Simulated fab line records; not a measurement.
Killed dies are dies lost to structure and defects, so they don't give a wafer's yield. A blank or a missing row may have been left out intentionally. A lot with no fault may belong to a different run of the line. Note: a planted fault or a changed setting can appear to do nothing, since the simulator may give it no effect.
2 desks, one fault / flow rit_cmos / each desk holds nothing but its own numbers, with what lay behind them at the end

== TOOL OWNER'S DESK, implanter-03 ==
RIT_PSD_IMPLANT_08, tool's own readings: per-lot mean of the sampled wafers with a number, covering each lot this tool ran. Marked OUT: a lot whose mean sits more than 4 standard deviations from the usual mean, which makes it out of limits; the brackets give that distance.
Columns: A = beam_energy_keV at RIT_PSD_IMPLANT_08, usual 27.001; B = end_station_pressure_torr at RIT_PSD_IMPLANT_08, usual 1.36e-05 Torr
lot=L133; first seen here=day 3 00:35; A=27.002; B=1.43e-05
lot=L135; first seen here=day 3 11:55; A=26.999; B=1.40e-05
lot=L136; first seen here=day 3 17:02; A=26.996; B=1.53e-05
lot=L138; first seen here=day 4 02:15; A=26.991; B=1.43e-05
lot=L154; first seen here=day 7 13:34; A=27.600 (+80) OUT; B=1.41e-05
lot=L156; first seen here=day 8 02:34; A=27.591 (+79) OUT; B=1.47e-05
This desk finds L154, L156 out of limits, L154 being first, at day 7 13:34 (beam_energy_keV at RIT_PSD_IMPLANT_08). In limits: L133, L135, L136, L138.

== AT THE METROLOGY DESK ==
What the gauges read for every lot (on any tool): the sampled wafers with a number, averaged. Marked OUT: a lot whose mean sits more than 4 standard deviations from the usual mean, which makes it out of limits; the brackets give that distance.
Columns: A = INCOMING_BOW at RIT_ACTIVE_BOW_MEAS_00, usual -1 um; B = FOX1_OXIDE_THK at RIT_FOX1_THK_MEAS_01, usual 352 nm; C = PSD_RS at RIT_SDANNEAL_RS_MEAS_04, usual 115.95 ohm/sq; D = cd_nm at RIT_M1_CD_MEAS_90, usual 2600.3 nm
lot=L133; first seen here=day 1 10:01; A=3; B=347; C=116.02; D=2602.5
lot=L134; first seen here=day 1 15:00; A=1; B=345; C=115.96; D=2597.5
lot=L135; first seen here=day 1 20:00; A=5; B=345; C=115.87; D=2600.7
lot=L136; first seen here=day 2 01:00; A=-3; B=367; C=116.33; D=2598.4
lot=L138; first seen here=day 2 11:02; A=-1; B=360; C=115.66; D=2602.2
lot=L140; first seen here=day 2 21:01; A=-0; B=350; C=115.93; D=2599.3
lot=L141; first seen here=day 3 02:00; A=-1; B=350; C=116.01; D=2599.1
lot=L143; first seen here=day 3 12:00; A=-2; B=349; C=115.95; D=2597.7
lot=L144; first seen here=day 3 17:00; A=7; B=355; C=116.10; D=2600.1
lot=L145; first seen here=day 3 22:00; A=5; B=341; C=115.76; D=2601.1
lot=L146; first seen here=day 4 03:02; A=-5; B=344; C=115.75; D=2598.2
lot=L147; first seen here=day 4 08:02; A=-1; B=350; C=115.99; D=2602.6
lot=L154; first seen here=day 5 19:00; A=-1; B=362; C=114.58 (-5.3) OUT; D=2599.8
lot=L156; first seen here=day 6 05:01; A=-1; B=363; C=114.66 (-5.0) OUT; D=-
This desk's result: L154, L156 out of limits, first on L154 (PSD_RS at RIT_SDANNEAL_RS_MEAS_04), day 7 14:23. In limits: L133, L134, L135, L136, L138, L140, L141, L143, L144, L145, L146, L147.

== TAKEN TOGETHER ==
At day 7 13:34, on L154, L156, the tool owner's desk was in a position to raise an alarm.
At day 7 14:23 the metrology desk could have sounded an alarm, on L154, L156.
On implanter-03, each named lot ran RIT_PSD_IMPLANT_08.

== WHAT HAD BEEN PUT IN BY THE SIMULATOR ==
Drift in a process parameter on implanter-03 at RIT_PSD_IMPLANT_08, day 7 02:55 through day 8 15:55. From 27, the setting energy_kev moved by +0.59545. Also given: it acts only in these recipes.
Shown lots that were struck: L154, L156.
Counting hours from when the fault started, the first reading out of limits came at 11 for the tool owner's desk and at 11 for the metrology desk.
